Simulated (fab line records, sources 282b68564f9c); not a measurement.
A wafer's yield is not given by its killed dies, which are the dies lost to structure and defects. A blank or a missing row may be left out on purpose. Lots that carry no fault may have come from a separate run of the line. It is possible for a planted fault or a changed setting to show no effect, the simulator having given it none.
One fault seen from 2 desks || flow rit-cmos || only its own numbers are on each desk; what lay behind them is given at the end

## FOR THE TOOL OWNER'S DESK: furnace-04
The tool's own readings at RIT_GATE_OXIDATION_05 (target thk 3 nm, ox time 270 s): means of the sampled wafers that have a number, for each lot that ran on this tool. A lot is out of limits, marked OUT, if its mean lies more than 4 standard deviations from the usual mean; the brackets give that distance.
Columns: A = spike-tc-centre-C at RIT_GATE_OXIDATION_05, usual 901.9 C; B = spike-tc-source-C at RIT_GATE_OXIDATION_05, usual 922.5 C; C = tube-center-temp-C at RIT_GATE_OXIDATION_05, usual 900 C; D = tube_center_temp_C_max at RIT_GATE_OXIDATION_05, usual 902.4
{"lot": "L757", "first seen here": "day 3 09:00", "A": 900.3, "B": 920.7, "C": 900, "D": 902.1}
{"lot": "L767", "first seen here": "day 5 11:11", "A": "895.3 (-4.1) OUT", "B": 914.9, "C": "895 (-59) OUT", "D": "897.6 (-12) OUT"}
{"lot": "L770", "first seen here": "day 6 10:02", "A": 895.7, "B": 915.2, "C": "895 (-61) OUT", "D": "897.3 (-13) OUT"}
Finding of this desk: L767, L770 out of limits; the first was L767 at day 5 11:11, on spike-tc-centre-C at RIT_GATE_OXIDATION_05. Within limits: L757.

## THE METROLOGY DESK
What the gauges read for every lot (on any tool): the sampled wafers with a number, averaged. A lot is out of limits, marked OUT, if its mean lies more than 4 standard deviations from the usual mean; the brackets give that distance.
Columns: A = PRETRO_OVL at RIT_PRETRO_OVL_MEAS_06, usual 0.8 nm; B = PRETRO_TW at RIT_PRETRO_TW_MEAS_10, usual 477; C = FIELD_OXIDE_LEFT_2_THK at RIT_FOX2_THK_MEAS_91, usual 257 nm
{"lot": "L757", "first seen here": "day 3 05:49", "A": -0.9, "B": 480, "C": 250}
{"lot": "L759", "first seen here": "day 3 14:40", "A": -1.4, "B": 477, "C": 247}
{"lot": "L767", "first seen here": "day 5 10:03", "A": 1.0, "B": 483, "C": 256}
{"lot": "L771", "first seen here": "day 6 02:31", "A": 2.2, "B": 477, "C": 251}
{"lot": "L770", "first seen here": "day 6 06:10", "A": 2.0, "B": 476, "C": 258}
{"lot": "L774", "first seen here": "day 6 20:59", "A": 1.8, "B": 476, "C": 258}
This desk's verdict: no lot among the 6 shows anything out of limits.

## ALL TOGETHER
On L767, L770, at day 5 11:11, an alarm was possible from the tool owner's desk.
Nothing out of limits was seen by the metrology desk.
The metrology desk has L767, L770 on record, within its limits.
The lots listed all ran RIT_GATE_OXIDATION_05 on furnace-04.

## WHAT THE SIMULATOR PUT IN
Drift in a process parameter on furnace-04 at RIT_GATE_OXIDATION_05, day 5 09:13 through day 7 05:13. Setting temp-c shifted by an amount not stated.
Struck lots among those shown: L767, L770.
Each desk's first reading out of limits, in hours after the fault started: the tool owner's desk, 2.
